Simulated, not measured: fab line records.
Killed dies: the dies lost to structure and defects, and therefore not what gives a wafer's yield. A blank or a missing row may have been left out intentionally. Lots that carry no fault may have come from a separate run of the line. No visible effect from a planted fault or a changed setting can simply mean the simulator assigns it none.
What tool caused it? ; flow berkeley-cmos170 ; 14 lots, 42 wafers sampled, at 2 steps of a route of 331

## WHAT THE GAUGES SHOWED, per wafer
UCB170_M2_CD_MEAS_90 targets a cd of 700 nm.
lot;measured;on;cd-nm (nm)
L396;day 8 17:17;cd-sem-02;701 700 698
L398;day 8 20:55;cd-sem-01;699 701 700
L401;day 11 02:47;cd-sem-01;696 699 701
L402;day 11 03:04;cd-sem-02;702 703 700
L403;day 11 03:53;cd-sem-02;698 698 694
L404;day 11 05:12;cd-sem-02;703 699 700
L405;day 11 10:29;cd-sem-01;701 702 700
L409;day 12 05:08;cd-sem-02;702 702 702
L410;day 12 14:49;cd-sem-02;701 697 697
L412;day 12 21:05;cd-sem-02;697 697 693
L414;day 13 06:46;cd-sem-02;703 703 702
L415;day 13 11:38;cd-sem-02;698 697 698
L418;day 13 12:52;cd-sem-01;701 701 697
L417;day 13 13:21;cd-sem-02;692 693 693

UCB170_V2_THK_MEAS_04.
lot;measured;on;V2_POLISHED_THK (nm)
L396;day 8 18:03;film-metro-04;1001.7 999.1 1000.8
L398;day 8 21:40;film-metro-01;1000.9 1002.5 1001.4
L401;day 11 03:33;film-metro-04;999.5 1001.6 999.9
L402;day 11 03:51;film-metro-01;999.7 998.8 999.7
L403;day 11 04:39;film-metro-04;1000.5 1001.4 1000.0
L404;day 11 06:07;film-metro-03;1002.6 1001.9 1001.5
L405;day 11 11:14;film-metro-01;1000.7 998.1 999.2
L409;day 12 05:53;film-metro-01;999.0 999.6 1000.5
L410;day 12 15:39;film-metro-04;1000.5 1000.9 999.3
L412;day 12 21:55;film-metro-04;1001.7 1001.0 998.5
L414;day 13 07:30;film-metro-01;1000.8 999.2 999.9
L415;day 13 12:23;film-metro-04;1000.4 1001.9 1002.5
L418;day 13 13:40;film-metro-03;998.2 996.5 998.7
L417;day 13 14:06;film-metro-01;999.2 1000.7 999.7

## EACH LOT AND THE TOOL THAT RAN IT (in order: tool; ch and the chambers of the sampled wafers; start)
The record shows no process step preceding these readings.

## AS READ BY THE TOOLS THEMSELVES (means over the sampled wafers that have a number; for cases with no such wafer, the mark the record gives instead)
The record holds no such reading with a usual standard deviation.

## THE ANSWER, worked out from the rows above alone
Rule: what is usual is taken from the lots themselves. Put in order of their means at a reading, lots are off if they are a third of the lots or fewer, leave a main group of 4 or more, and stand apart from it by a gap of 3 or more times the standard deviation of the main group's means; of several such gaps the widest counts. If all means in a main group match to the digits the tables above print for the reading, that group is not used. A lot without any number at a reading at which 4 lots or more have one is off too. Where the step has rows for the other lots, those lots are counted as sound. Order of review: gauges by route order, followed by the tools' own readings, for which a lot's mean as printed above is used. The first step at which some lot is off is used, and at that step the reading that is off furthest; a lot without a number counts as furthest.
No lot is off at any reading shown: from this, nothing can be told.

## WHAT THE SIMULATOR HAD INSERTED
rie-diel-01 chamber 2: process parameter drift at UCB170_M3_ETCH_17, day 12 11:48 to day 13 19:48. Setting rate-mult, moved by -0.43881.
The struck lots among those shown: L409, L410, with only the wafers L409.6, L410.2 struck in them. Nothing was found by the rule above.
